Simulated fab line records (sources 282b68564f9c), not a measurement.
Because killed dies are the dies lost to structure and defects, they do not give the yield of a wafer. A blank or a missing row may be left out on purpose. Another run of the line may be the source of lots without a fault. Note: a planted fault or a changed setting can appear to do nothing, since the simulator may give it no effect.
fab line records + flow rit-cmos
record
- lots=13
- wafers=39
- last-day=7
route steps=202 shown PWELL@48 SILICIDE@162 M1@184
lots untouched by any fault: they come from a run of this same line in which no faults occurred
start-h: the number of hours between the record's first day and the start of the first shown wafer of the lot + wait-h: time in hours since the lot's previous step + " the same as in the row above + L1.1+2: one row covering several wafers at once + - value missing, or start not given + * or withheld: withheld + < > ~ a bound
route shown NAME@n: a module of which the file shows steps, and the number in the route of the first + usual: average and standard deviation across the fault-free wafers + same: alike in all rows + chamber/n: place in a boat + sites: the reading at each site + _std_site: standard deviation of those values + _edge_site: the outer-site mean with the inner-site mean subtracted + radius-mm: how far each site lies from the wafer's centre + mask NAME#n: copy n + behind: tool/chamber where the wafer was last shaped + hold: reason for holding the lot/hours on hold/outcome of the hold + device: which transistor (n, p or np) failed to switch + end of line: tests run on the same wafers once the route is complete + where a step has no rows: the recipe by itself + killed: at the first sort, the dies lost to defects and structure; wafer yield is something else + map: dies across one wafer; x = killed, . = not, _ = none there
set.NAME: the setting that was run; set.NAME@STEP: the one run at that earlier step + model.NAME: the simulator's own value behind a step, which no gauge read
steps of the route over a sample of lots; a table a step, a row a wafer
services: from which hour (start-h, from the record's first day; less than 0 if before it) a tool's chamber was out of use, for how many hours, and why
## steps
# step RIT_PWELL_STRIP_09
# recipe
- chemistry=O2
- time-s=180
- resist=NOVOLAK
- platen-temp-c=withheld
- power-w=500
- pressure-mtorr=4000
- o2-flow-sccm=4000
# usual
- drypump-motor-current-A=5.8/0.37
| lot.wafer | tool            | chamber | start-h | wait-h | drypump-motor-current-A | rf-hours-counter-h |
|-----------|-----------------|---------|---------|--------|-------------------------|--------------------|
| L932.4    | plasma-asher-02 | 1       | 27.95   | 0.1    | 5.7                     | -                  |
| L932.5    | "               | 1       | "       | "      | 5.7                     | -                  |
| L932.6    | "               | 0       | "       | "      | 6.2                     | -                  |
| L933.2    | plasma-asher-02 | 0       | 30.38   | 0.1    | 6.2                     | 24                 |
| L933.5    | "               | 0       | "       | "      | 6.2                     | -                  |
| L933.6    | "               | 1       | "       | "      | 5.7                     | -                  |
| L934.1    | plasma-asher-02 | 0       | 35.19   | 0.1    | 6.2                     | 24                 |
| L934.5    | "               | 0       | "       | "      | 6.2                     | -                  |
| L934.6    | "               | 1       | "       | "      | 5.7                     | -                  |
| L936.2    | plasma-asher-03 | 1       | 46.01   | 0.1    | 5.2                     | 35                 |
| L936.4    | "               | 1       | "       | "      | 5.2                     | -                  |
| L936.5    | "               | 0       | "       | "      | 5.8                     | -                  |
| L935.2    | plasma-asher-02 | 1       | 46.36   | 0.1    | 5.7                     | 25                 |
| L935.4    | "               | 0       | "       | "      | 6.2                     | -                  |
| L935.6    | "               | 1       | "       | "      | 5.7                     | -                  |
| L937.1    | plasma-asher-02 | 0       | 50.56   | 0.1    | 6.2                     | 26                 |
| L937.4    | "               | 0       | "       | "      | 6.2                     | -                  |
| L937.6    | "               | 0       | "       | "      | 6.2                     | -                  |
| L938.1    | plasma-asher-03 | 1       | 56.57   | 0.1    | 5.2                     | 36                 |
| L938.3    | "               | 1       | "       | "      | 5.2                     | -                  |
| L938.5    | "               | 1       | "       | "      | 5.2                     | -                  |
| L939.4    | plasma-asher-01 | 1       | 59.54   | 0.1    | 6.1                     | -                  |
| L939.5    | "               | 0       | "       | "      | 5.2                     | -                  |
| L939.6    | "               | 1       | "       | "      | 6.1                     | -                  |
| L941.3    | plasma-asher-03 | 1       | 70.08   | 0.1    | 5.2                     | -                  |
| L941.5    | "               | 1       | "       | "      | 5.2                     | -                  |
| L941.6    | "               | 0       | "       | "      | 5.8                     | -                  |
| L946.1    | plasma-asher-02 | 1       | 96.63   | 0.1    | 5.7                     | 31                 |
| L946.5    | "               | 0       | "       | "      | 6.2                     | -                  |
| L946.6    | "               | 1       | "       | "      | 5.7                     | -                  |
| L951.1    | plasma-asher-01 | 0       | 120.85  | 0.1    | 5.2                     | 0                  |
| L951.2    | "               | 1       | "       | "      | 6.1                     | 0                  |
| L951.4    | "               | 1       | "       | "      | 6.1                     | -                  |
| L953.1    | plasma-asher-02 | 0       | 130.41  | 0.1    | 6.2                     | 35                 |
| L953.4    | "               | 0       | "       | "      | 6.2                     | -                  |
| L953.6    | "               | 1       | "       | "      | 5.7                     | -                  |
| L955.2    | plasma-asher-02 | 0       | 142.61  | 0.1    | 6.2                     | 36                 |
| L955.3    | "               | 1       | "       | "      | 5.7                     | -                  |
| L955.4    | "               | 0       | "       | "      | 6.2                     | -                  |
# step RIT_SILICIDE_SPUTTER_01
# recipe
- material=Ti
- target-thk-nm=30
- power-w=350
- chamber-pressure-pa=0.667
- gas=Ar
- time-s=240
- substrate-temp-c=25
# usual
- throttle-valve-pct=31.1/1.1
| lot.wafer | tool           | chamber | start-h | wait-h | throttle-valve-pct |
|-----------|----------------|---------|---------|--------|--------------------|
| L932.4    | pvd-sputter-04 | -       | 61.29   | 0.0    | 32.2               |
| L932.5    | "              | -       | "       | "      | 32.4               |
| L932.6    | "              | -       | "       | "      | 31.1               |
| L933.2    | pvd-sputter-02 | -       | 64.55   | 0.0    | 31.5               |
| L933.5    | "              | -       | "       | "      | 29.1               |
| L933.6    | "              | -       | "       | "      | 30.7               |
| L934.1    | pvd-sputter-04 | -       | 71.40   | 0.0    | 30.9               |
| L934.5    | "              | -       | "       | "      | 32.1               |
| L934.6    | "              | -       | "       | "      | 31.1               |
| L936.2    | pvd-sputter-02 | -       | 75.61   | 0.0    | 30.7               |
| L936.4    | "              | -       | "       | "      | 29.1               |
| L936.5    | "              | -       | "       | "      | 29.6               |
| L935.2    | pvd-sputter-04 | -       | 75.90   | 0.0    | 32.0               |
| L935.4    | "              | -       | "       | "      | 32.6               |
| L935.6    | "              | -       | "       | "      | 31.8               |
| L937.1    | pvd-sputter-02 | -       | 84.45   | 0.0    | 31.0               |
| L937.4    | "              | -       | "       | "      | 30.7               |
| L937.6    | "              | -       | "       | "      | 31.1               |
| L938.1    | pvd-sputter-04 | -       | 88.44   | 0.0    | 31.6               |
| L938.3    | "              | -       | "       | "      | 31.1               |
| L938.5    | "              | -       | "       | "      | 32.8               |
| L939.4    | pvd-sputter-02 | -       | 91.99   | 0.0    | 30.8               |
| L939.5    | "              | -       | "       | "      | 31.5               |
| L939.6    | "              | -       | "       | "      | 31.1               |
| L941.3    | pvd-sputter-02 | -       | 105.88  | 0.0    | 30.3               |
| L941.5    | "              | -       | "       | "      | 30.9               |
| L941.6    | "              | -       | "       | "      | 31.6               |
| L946.1    | pvd-sputter-04 | -       | 131.86  | 0.0    | 31.2               |
| L946.5    | "              | -       | "       | "      | 30.9               |
| L946.6    | "              | -       | "       | "      | 31.9               |
| L951.1    | pvd-sputter-04 | -       | 151.97  | 0.0    | 30.8               |
| L951.2    | "              | -       | "       | "      | 32.7               |
| L951.4    | "              | -       | "       | "      | 32.1               |
| L953.1    | pvd-sputter-04 | -       | 158.80  | 0.0    | 31.0               |
| L953.4    | "              | -       | "       | "      | 30.9               |
| L953.6    | "              | -       | "       | "      | 32.0               |
| L955.2    | pvd-sputter-02 | -       | 170.62  | 0.0    | 29.4               |
| L955.3    | "              | -       | "       | "      | 31.7               |
| L955.4    | "              | -       | "       | "      | 30.8               |
# step RIT_M1_SPUTTER_00
# recipe
- material=Al
- target-thk-nm=400
- power-w=2000
- chamber-pressure-pa=0.4
- gas=Ar
- time-s=500
- substrate-temp-c=25
# usual
- throttle-valve-pct=30.0/1.1
| lot.wafer | tool           | chamber | start-h | wait-h | throttle-valve-pct |
|-----------|----------------|---------|---------|--------|--------------------|
| L932.4    | pvd-sputter-03 | -       | 64.05   | 0.0    | 32.0               |
| L932.5    | "              | -       | "       | "      | 32.2               |
| L932.6    | "              | -       | "       | "      | 28.7               |
| L933.2    | pvd-sputter-01 | -       | 67.43   | 0.0    | 30.5               |
| L933.5    | "              | -       | "       | "      | 29.4               |
| L933.6    | "              | -       | "       | "      | 29.6               |
| L934.1    | pvd-sputter-03 | -       | 74.26   | 0.0    | 28.8               |
| L934.5    | "              | -       | "       | "      | 28.8               |
| L934.6    | "              | -       | "       | "      | 32.4               |
| L936.2    | pvd-sputter-01 | -       | 78.49   | 0.0    | 30.8               |
| L936.4    | "              | -       | "       | "      | 29.5               |
| L936.5    | "              | -       | "       | "      | 30.8               |
| L935.2    | pvd-sputter-03 | -       | 78.75   | 0.0    | 28.8               |
| L935.4    | "              | -       | "       | "      | 32.3               |
| L935.6    | "              | -       | "       | "      | 29.5               |
| L937.1    | pvd-sputter-03 | -       | 87.55   | 0.0    | 29.1               |
| L937.4    | "              | -       | "       | "      | 28.6               |
| L937.6    | "              | -       | "       | "      | 28.9               |
| L938.1    | pvd-sputter-01 | -       | 91.17   | 0.0    | 29.6               |
| L938.3    | "              | -       | "       | "      | 29.6               |
| L938.5    | "              | -       | "       | "      | 30.8               |
| L939.4    | pvd-sputter-03 | -       | 94.72   | 0.0    | 28.5               |
| L939.5    | "              | -       | "       | "      | 29.3               |
| L939.6    | "              | -       | "       | "      | 28.8               |
| L941.3    | pvd-sputter-01 | -       | 108.80  | 0.0    | 30.6               |
| L941.5    | "              | -       | "       | "      | 29.5               |
| L941.6    | "              | -       | "       | "      | 31.0               |
| L946.1    | pvd-sputter-03 | -       | 134.71  | 0.0    | 29.1               |
| L946.5    | "              | -       | "       | "      | 28.8               |
| L946.6    | "              | -       | "       | "      | 32.5               |
| L951.1    | pvd-sputter-03 | -       | 154.71  | 0.0    | 29.2               |
| L951.2    | "              | -       | "       | "      | 32.5               |
| L951.4    | "              | -       | "       | "      | 28.6               |
| L953.1    | pvd-sputter-03 | -       | 161.58  | 0.0    | 32.4               |
| L953.4    | "              | -       | "       | "      | 29.5               |
| L953.6    | "              | -       | "       | "      | 29.2               |
| L955.2    | pvd-sputter-03 | -       | 173.52  | 0.0    | 28.9               |
| L955.3    | "              | -       | "       | "      | 29.1               |
| L955.4    | "              | -       | "       | "      | 32.3               |
# step RIT_M1_CD_MEAS_90
# recipe
- target-cd-nm=2600
# usual
- cd-nm=2600.3/2.3
| lot.wafer | tool      | chamber | start-h | wait-h | cd-nm  |
|-----------|-----------|---------|---------|--------|--------|
| L932.4    | cd-sem-01 | -       | 66.71   | 0.1    | 2599.0 |
| L932.5    | "         | -       | "       | "      | 2599.9 |
| L932.6    | "         | -       | "       | "      | 2601.5 |
| L933.2    | cd-sem-01 | -       | 69.99   | 0.1    | 2597.6 |
| L933.5    | "         | -       | "       | "      | 2601.6 |
| L933.6    | "         | -       | "       | "      | 2598.2 |
| L934.1    | cd-sem-02 | -       | 76.67   | 0.1    | 2600.2 |
| L934.5    | "         | -       | "       | "      | 2599.3 |
| L934.6    | "         | -       | "       | "      | 2595.3 |
| L936.2    | cd-sem-02 | -       | 81.34   | 0.6    | 2603.4 |
| L936.4    | "         | -       | "       | "      | 2602.8 |
| L936.5    | "         | -       | "       | "      | 2599.0 |
| L935.2    | cd-sem-02 | -       | 82.02   | 0.1    | 2603.4 |
| L935.4    | "         | -       | "       | "      | 2596.8 |
| L935.6    | "         | -       | "       | "      | 2602.5 |
| L937.1    | cd-sem-02 | -       | 89.83   | 0.1    | 2603.0 |
| L937.4    | "         | -       | "       | "      | 2603.4 |
| L937.6    | "         | -       | "       | "      | 2600.5 |
| L938.1    | cd-sem-01 | -       | 93.57   | 0.1    | 2600.8 |
| L938.3    | "         | -       | "       | "      | 2602.1 |
| L938.5    | "         | -       | "       | "      | 2601.8 |
| L939.4    | cd-sem-01 | -       | 97.22   | 0.1    | 2599.7 |
| L939.5    | "         | -       | "       | "      | 2599.5 |
| L939.6    | "         | -       | "       | "      | 2600.7 |
| L941.3    | cd-sem-02 | -       | 111.12  | 0.1    | 2597.1 |
| L941.5    | "         | -       | "       | "      | 2599.4 |
| L941.6    | "         | -       | "       | "      | 2600.0 |
| L946.1    | cd-sem-01 | -       | 137.04  | 0.1    | 2599.2 |
| L946.5    | "         | -       | "       | "      | 2600.1 |
| L946.6    | "         | -       | "       | "      | 2599.8 |
| L951.1    | cd-sem-01 | -       | 156.99  | 0.1    | 2599.1 |
| L951.2    | "         | -       | "       | "      | 2596.9 |
| L951.4    | "         | -       | "       | "      | 2599.0 |
| L953.1    | cd-sem-01 | -       | 163.87  | 0.1    | 2603.5 |
| L953.4    | "         | -       | "       | "      | 2604.6 |
| L953.6    | "         | -       | "       | "      | 2603.2 |
| L955.2    | cd-sem-01 | -       | 175.81  | 0.1    | 2600.2 |
| L955.3    | "         | -       | "       | "      | 2597.4 |
| L955.4    | "         | -       | "       | "      | 2599.1 |
# step RIT_M1_PROBE_99
# usual
- defect-limited-yield=97.5/1.1
- killed_at_M0_to_M3=0.0/0.12
- killed-at-front-end=6.5/2.8
- killed-dies=6.5/2.8
- killed-on-rim=1.7/1.3
- killed-open=3.2/1.8
- killed-short=3.3/2
- sort_bin_3_pad_short=0.1/0.23
- sort_bin_5_function=1.5/0.77
- sort_bin_6_memory=0.9/0.6
- sort-n-pass=257.5/2.8
- sort-yield-pct=97.5/1.1
# same
- gross-dies=264
- killed_at_M4_up=0
- killed-at-back-side=0
- killed-at-contacts=0
- killed-at-other=0
| lot.wafer | tool      | chamber | start-h | wait-h | hold                     | defect-limited-yield[%] | killed_at_M0_to_M3 | killed-at-front-end | killed-dies | killed-on-rim | killed-open | killed-short | sort_bin_3_pad_short[%] | sort_bin_5_function[%] | sort_bin_6_memory[%] | sort-n-pass | sort-yield-pct[%] |
|-----------|-----------|---------|---------|--------|--------------------------|-------------------------|--------------------|---------------------|-------------|---------------|-------------|--------------|-------------------------|------------------------|----------------------|-------------|-------------------|
| L932.4    | prober-01 | -       | 68.54   | 0.2    | -                        | 97.3                    | 0                  | 7                   | 7           | 1             | 4           | 2            | 0.4                     | 1.9                    | 0.4                  | 257.0       | 97.3              |
| L932.5    | prober-01 | -       | 68.59   | 0.2    | -                        | 98.1                    | 0                  | 5                   | 5           | 2             | 4           | 1            | 0                       | 1.1                    | 0.8                  | 259.0       | 98.1              |
| L932.6    | prober-01 | -       | 68.64   | 0.2    | -                        | 98.1                    | 0                  | 5                   | 5           | 2             | 3           | 1            | 0                       | 0.4                    | 1.5                  | 259.0       | 98.1              |
| L933.2    | prober-02 | -       | 71.76   | 0.1    | -                        | 98.1                    | 0                  | 5                   | 5           | 1             | 0           | 5            | 0                       | 0.4                    | 1.5                  | 259.0       | 98.1              |
| L933.5    | prober-02 | -       | 71.91   | 0.2    | -                        | 98.5                    | 0                  | 4                   | 4           | 1             | 1           | 3            | 0                       | 1.5                    | 0                    | 260.0       | 98.5              |
| L933.6    | prober-02 | -       | 71.96   | 0.2    | -                        | 97.7                    | 0                  | 6                   | 6           | 3             | 1           | 5            | 0                       | 1.9                    | 0.4                  | 258.0       | 97.7              |
| L934.1    | prober-01 | -       | 78.41   | 0.1    | -                        | 97.3                    | 0                  | 7                   | 7           | 3             | 5           | 2            | 0                       | 1.9                    | 0.8                  | 257.0       | 97.3              |
| L934.5    | prober-01 | -       | 78.61   | 0.2    | -                        | 98.5                    | 0                  | 4                   | 4           | 1             | 2           | 2            | 0                       | 1.1                    | 0.4                  | 260.0       | 98.5              |
| L934.6    | prober-01 | -       | 78.66   | 0.2    | -                        | 97.0                    | 0                  | 8                   | 8           | 1             | 4           | 4            | 0                       | 2.7                    | 0.4                  | 256.0       | 97.0              |
| L936.2    | prober-02 | -       | 83.11   | 0.1    | -                        | 98.9                    | 0                  | 3                   | 3           | 0             | 1           | 2            | 0                       | 1.1                    | 0                    | 261.0       | 98.9              |
| L936.4    | prober-02 | -       | 83.21   | 0.2    | -                        | 96.6                    | 0                  | 9                   | 9           | 1             | 4           | 5            | 0                       | 1.9                    | 1.5                  | 255.0       | 96.6              |
| L936.5    | prober-02 | -       | 83.26   | 0.2    | -                        | 97.3                    | 0                  | 7                   | 7           | 0             | 4           | 3            | 0.4                     | 0.8                    | 1.5                  | 257.0       | 97.3              |
| L935.2    | prober-01 | -       | 84.61   | 0.1    | -                        | 97.7                    | 0                  | 6                   | 6           | 2             | 2           | 4            | 0                       | 1.1                    | 1.1                  | 258.0       | 97.7              |
| L935.4    | prober-01 | -       | 84.71   | 0.2    | -                        | 98.5                    | 0                  | 4                   | 4           | 1             | 4           | 0            | 0                       | 0.8                    | 0.8                  | 260.0       | 98.5              |
| L935.6    | prober-01 | -       | 84.81   | 0.2    | -                        | 97.0                    | 0                  | 8                   | 8           | 0             | 5           | 3            | 0                       | 1.9                    | 1.1                  | 256.0       | 97.0              |
| L937.1    | prober-02 | -       | 91.57   | 0.1    | -                        | 97.3                    | 0                  | 7                   | 7           | 2             | 4           | 3            | 0                       | 2.7                    | 0                    | 257.0       | 97.3              |
| L937.4    | prober-02 | -       | 91.72   | 0.2    | -                        | 98.1                    | 0                  | 5                   | 5           | 0             | 2           | 3            | 0                       | 1.1                    | 0.8                  | 259.0       | 98.1              |
| L937.6    | prober-02 | -       | 91.82   | 0.2    | -                        | 96.2                    | 0                  | 10                  | 10          | 1             | 4           | 6            | 0.4                     | 3.0                    | 0.4                  | 254.0       | 96.2              |
| L938.1    | prober-01 | -       | 95.31   | 0.1    | -                        | 99.2                    | 0                  | 2                   | 2           | 0             | 2           | 0            | 0                       | 0.8                    | 0                    | 262.0       | 99.2              |
| L938.3    | prober-01 | -       | 95.41   | 0.2    | -                        | 98.1                    | 0                  | 5                   | 5           | 1             | 3           | 2            | 0                       | 1.1                    | 0.8                  | 259.0       | 98.1              |
| L938.5    | prober-01 | -       | 95.51   | 0.2    | -                        | 98.5                    | 0                  | 4                   | 4           | 0             | 3           | 1            | 0                       | 0.8                    | 0.8                  | 260.0       | 98.5              |
| L939.4    | prober-02 | -       | 99.05   | 0.2    | -                        | 98.9                    | 0                  | 3                   | 3           | 0             | 0           | 3            | 0.4                     | 0                      | 0.8                  | 261.0       | 98.9              |
| L939.5    | prober-02 | -       | 99.10   | 0.2    | -                        | 98.1                    | 0                  | 5                   | 5           | 3             | 3           | 2            | 0                       | 1.5                    | 0.4                  | 259.0       | 98.1              |
| L939.6    | prober-02 | -       | 99.15   | 0.2    | -                        | 95.8                    | 0                  | 11                  | 11          | 1             | 4           | 7            | 0.4                     | 3.0                    | 0.8                  | 253.0       | 95.8              |
| L941.3    | prober-02 | -       | 112.92  | 0.2    | await-dispo/2.8h/release | 96.6                    | 0                  | 9                   | 9           | 2             | 5           | 4            | 0.4                     | 1.5                    | 1.5                  | 255.0       | 96.6              |
| L941.5    | prober-02 | -       | 113.02  | 0.2    | await-dispo/2.8h/release | 84.1                    | 38                 | 4                   | 42          | 7             | 2           | 2            | 3.4                     | 9.1                    | 3.4                  | 222.0       | 84.1              |
| L941.6    | prober-02 | -       | 113.07  | 0.2    | await-dispo/2.8h/release | 97.0                    | 0                  | 8                   | 8           | 2             | 4           | 4            | 0.4                     | 2.3                    | 0.4                  | 256.0       | 97.0              |
| L946.1    | prober-02 | -       | 139.63  | 0.1    | -                        | 95.8                    | 0                  | 11                  | 11          | 4             | 7           | 4            | 0                       | 3.0                    | 1.1                  | 253.0       | 95.8              |
| L946.5    | prober-02 | -       | 139.83  | 0.2    | -                        | 98.5                    | 0                  | 4                   | 4           | 0             | 1           | 3            | 0                       | 0.8                    | 0.8                  | 260.0       | 98.5              |
| L946.6    | prober-02 | -       | 139.88  | 0.2    | -                        | 97.3                    | 0                  | 7                   | 7           | 0             | 4           | 3            | 0                       | 1.5                    | 1.1                  | 257.0       | 97.3              |
| L951.1    | prober-02 | -       | 158.73  | 0.1    | -                        | 98.1                    | 0                  | 5                   | 5           | 2             | 2           | 3            | 0                       | 1.1                    | 0.8                  | 259.0       | 98.1              |
| L951.2    | prober-02 | -       | 158.78  | 0.1    | -                        | 97.3                    | 0                  | 7                   | 7           | 2             | 3           | 4            | 0                       | 2.3                    | 0.4                  | 257.0       | 97.3              |
| L951.4    | prober-02 | -       | 158.88  | 0.2    | -                        | 97.7                    | 0                  | 6                   | 6           | 2             | 2           | 4            | 0.4                     | 1.9                    | 0                    | 258.0       | 97.7              |
| L953.1    | prober-02 | -       | 165.61  | 0.1    | -                        | 97.3                    | 0                  | 7                   | 7           | 2             | 4           | 3            | 0                       | 1.1                    | 1.5                  | 257.0       | 97.3              |
| L953.4    | prober-02 | -       | 165.76  | 0.2    | -                        | 97.7                    | 0                  | 6                   | 6           | 0             | 2           | 4            | 0.4                     | 0.8                    | 1.1                  | 258.0       | 97.7              |
| L953.6    | prober-02 | -       | 165.86  | 0.2    | -                        | 98.1                    | 1                  | 4                   | 5           | 2             | 2           | 3            | 0.4                     | 1.5                    | 0                    | 259.0       | 98.1              |
| L955.2    | prober-02 | -       | 177.58  | 0.1    | -                        | 96.6                    | 0                  | 9                   | 9           | 2             | 4           | 5            | 0.4                     | 2.3                    | 0.8                  | 255.0       | 96.6              |
| L955.3    | prober-02 | -       | 177.63  | 0.2    | -                        | 100.0                   | 0                  | 0                   | 0           | 0             | 0           | 0            | 0                       | 0                      | 0                    | 264.0       | 100.0             |
| L955.4    | prober-02 | -       | 177.68  | 0.2    | -                        | 97.0                    | 0                  | 8                   | 8           | 0             | 2           | 6            | 0                       | 1.1                    | 1.9                  | 256.0       | 97.0              |
# killed by level:class
L932.4 FOX1:geometric-particle:open=1 FOX2:geometric-particle:open=1 GATE:geometric-particle:open=1 REOX:geometric-particle:short=1 SPACER:geometric-particle:open=1 SPACER:geometric-particle:short=1 PLDD:coat-microbubble-printed=1
L932.5 GATE:geometric-particle:open=2 FOX2:geometric-particle:open=1 REOX:geometric-particle:open=1 SILICIDE:geometric-particle:short=1
L932.6 FOX2:geometric-particle:open=1 GATE:geometric-particle:short=1 GATE:geometric-particle:open=1 SPACER:geometric-particle:open=1 PLDD:coat-microbubble-printed=1
L933.2 GATE:geometric-particle:short=4 SILICIDE:geometric-particle:short=1
L933.5 GATE:geometric-particle:short=2 FOX1:geometric-particle:short=1 SPACER:geometric-particle:open=1
L933.6 SPACER:geometric-particle:short=2 FOX1:geometric-particle:short=1 GATE:geometric-particle:short=1 GATE:geometric-particle:open=1 REOX:geometric-particle:short=1
L934.1 GATE:geometric-particle:open=3 FOX1:geometric-particle:short=1 REOX:geometric-particle:short=1 SPACER:geometric-particle:open=1 SILICIDE:geometric-particle:open=1
L934.5 FOX1:geometric-particle:short=2 GATE:geometric-particle:open=1 SILICIDE:geometric-particle:open=1
L934.6 GATE:geometric-particle:short=2 ACTIVE:geometric-particle:open=1 FOX1:geometric-particle:open=1 GATE:geometric-particle:open=1 REOX:geometric-particle:short=1 SILICIDE:geometric-particle:short=1 SILICIDE:geometric-particle:open=1
L936.2 FOX2:geometric-particle:short=1 GATE:geometric-particle:short=1 GATE:geometric-particle:open=1
L936.4 FOX1:geometric-particle:open=2 REOX:geometric-particle:short=2 FOX2:geometric-particle:short=1 GATE:geometric-particle:short=1 GATE:geometric-particle:open=1 SILICIDE:geometric-particle:short=1 SILICIDE:geometric-particle:open=1
L936.5 GATE:geometric-particle:open=3 GATE:geometric-particle:short=2 FOX2:geometric-particle:short=1 SPACER:geometric-particle:open=1
L935.2 FOX2:geometric-particle:open=2 REOX:geometric-particle:short=2 GATE:geometric-particle:short=1 SILICIDE:geometric-particle:short=1
L935.4 REOX:geometric-particle:open=2 SPACER:geometric-particle:open=2
L935.6 SPACER:geometric-particle:open=2 FOX1:geometric-particle:short=1 FOX2:geometric-particle:open=1 GATE:geometric-particle:open=1 GATE:geometric-particle:short=1 SILICIDE:geometric-particle:open=1 SILICIDE:geometric-particle:short=1
L937.1 GATE:geometric-particle:open=2 FOX2:geometric-particle:open=1 GATE:geometric-particle:short=1 SPACER:geometric-particle:short=1 SILICIDE:geometric-particle:short=1 SILICIDE:geometric-particle:open=1
L937.4 FOX2:geometric-particle:open=1 FOX2:geometric-particle:short=1 GATE:geometric-particle:short=1 GATE:geometric-particle:open=1 SPACER:geometric-particle:short=1
L937.6 GATE:geometric-particle:short=4 GATE:geometric-particle:open=2 FOX2:geometric-particle:open=1 SPACER:geometric-particle:short=1 SILICIDE:geometric-particle:short=1 SILICIDE:geometric-particle:open=1
L938.1 GATE:geometric-particle:open=2
L938.3 FOX1:geometric-particle:open=2 FOX1:geometric-particle:short=1 FOX2:geometric-particle:open=1 REOX:geometric-particle:short=1
L938.5 GATE:geometric-particle:open=2 FOX2:geometric-particle:short=1 SILICIDE:geometric-particle:open=1
L939.4 SILICIDE:geometric-particle:short=2 SPACER:geometric-particle:short=1
L939.5 GATE:geometric-particle:open=2 FOX1:geometric-particle:short=1 REOX:geometric-particle:open=1 REOX:geometric-particle:short=1
L939.6 FOX1:geometric-particle:short=3 FOX2:geometric-particle:short=3 GATE:geometric-particle:open=2 ACTIVE:geometric-particle:open=1 GATE:geometric-particle:short=1 SILICIDE:geometric-particle:open=1
L941.3 GATE:geometric-particle:short=4 GATE:geometric-particle:open=3 FOX1:geometric-particle:open=1 SPACER:geometric-particle:open=1
L941.5 M1:unspecified=38 GATE:geometric-particle:open=2 GATE:geometric-particle:short=1 SILICIDE:geometric-particle:short=1
L941.6 REOX:geometric-particle:open=3 FOX1:geometric-particle:short=2 FOX1:geometric-particle:open=1 REOX:geometric-particle:short=1 SILICIDE:geometric-particle:short=1
L946.1 GATE:geometric-particle:open=2 REOX:geometric-particle:open=2 SPACER:geometric-particle:open=2 SPACER:geometric-particle:short=2 FOX1:geometric-particle:short=1 GATE:geometric-particle:short=1 SILICIDE:geometric-particle:open=1
L946.5 FOX1:geometric-particle:short=1 FOX2:geometric-particle:short=1 REOX:geometric-particle:short=1 SILICIDE:geometric-particle:open=1
L946.6 GATE:geometric-particle:short=2 SPACER:geometric-particle:open=2 GATE:geometric-particle:open=1 REOX:geometric-particle:short=1 SILICIDE:geometric-particle:open=1
L951.1 REOX:geometric-particle:short=2 FOX1:geometric-particle:open=1 GATE:geometric-particle:short=1 REOX:geometric-particle:open=1
L951.2 GATE:geometric-particle:short=3 GATE:geometric-particle:open=2 REOX:geometric-particle:open=1 SPACER:geometric-particle:short=1
L951.4 REOX:geometric-particle:short=2 FOX1:geometric-particle:short=1 GATE:geometric-particle:open=1 GATE:geometric-particle:short=1 REOX:geometric-particle:open=1
L953.1 GATE:geometric-particle:short=2 FOX1:geometric-particle:open=1 GATE:geometric-particle:open=1 REOX:geometric-particle:open=1 SPACER:geometric-particle:short=1 SILICIDE:geometric-particle:open=1
L953.4 SILICIDE:geometric-particle:short=2 FOX1:geometric-particle:short=1 FOX1:geometric-particle:open=1 GATE:geometric-particle:short=1 GATE:geometric-particle:open=1
L953.6 GATE:geometric-particle:short=1 GATE:geometric-particle:open=1 SPACER:geometric-particle:open=1 SPACER:geometric-particle:short=1 M1:geometric-particle:short=1
L955.2 GATE:geometric-particle:short=4 SILICIDE:geometric-particle:open=2 GATE:geometric-particle:open=1 REOX:geometric-particle:open=1 SPACER:geometric-particle:short=1
L955.4 GATE:geometric-particle:short=2 REOX:geometric-particle:short=2 FOX2:geometric-particle:short=1 FOX2:geometric-particle:open=1 REOX:geometric-particle:open=1 SPACER:geometric-particle:short=1
## services
| tool            | chamber | start-h | hours | kind       |
|-----------------|---------|---------|-------|------------|
| plasma-asher-02 | -       | 38.91   | 2.8   | pm         |
| pvd-sputter-01  | -       | 39.53   | 1.7   | repair     |
| plasma-asher-01 | -       | 75.98   | 2.8   | pm         |
| pvd-sputter-01  | -       | 85.76   | 4.7   | repair     |
| pvd-sputter-02  | -       | 97.25   | 4.3   | repair     |
| plasma-asher-03 | -       | 102.96  | 1.5   | repair     |
| plasma-asher-01 | -       | 108.75  | 9.0   | pm         |
| plasma-asher-01 | 0       | 108.75  | 9.0   | vent-cycle |
| plasma-asher-01 | 1       | 108.75  | 9.0   | vent-cycle |
| plasma-asher-01 | 0       | 117.75  | -     | clean      |
| plasma-asher-01 | 1       | 117.75  | -     | clean      |
| plasma-asher-02 | -       | 119.58  | 1.3   | repair     |
| plasma-asher-01 | -       | 123.57  | 7.8   | repair     |
| pvd-sputter-01  | -       | 129.02  | 2.0   | repair     |
| pvd-sputter-02  | -       | 162.20  | 8.2   | repair     |
| plasma-asher-03 | -       | 171.07  | 0.5   | repair     |
## key
first-sign
- step=RIT_M1_PROBE_99
- reading=killed_at_M0_to_M3
- direction=up
- sigmas=38
- usual=0.0
- struck=38
effect
- step=RIT_M1_PROBE_99
- reading=defect-limited-yield
- direction=down
- sigmas=13
- usual=97.5
- struck=84.1
met-at RIT_M1_SPUTTER_00
struck-lots L941
struck-wafers L941.5
not-acting-at RIT_PWELL_STRIP_09,RIT_SILICIDE_SPUTTER_01,RIT_M1_CD_MEAS_90
onset-between 91.17 108.80
fault
- kind=chamber-particle-source
- tool=pvd-sputter-01
- chamber=-
- onset-h=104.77
- steps=RIT_M1_SPUTTER_00
- rate-per-visit-cm2=1.4071
- scope=struck-wafers-only
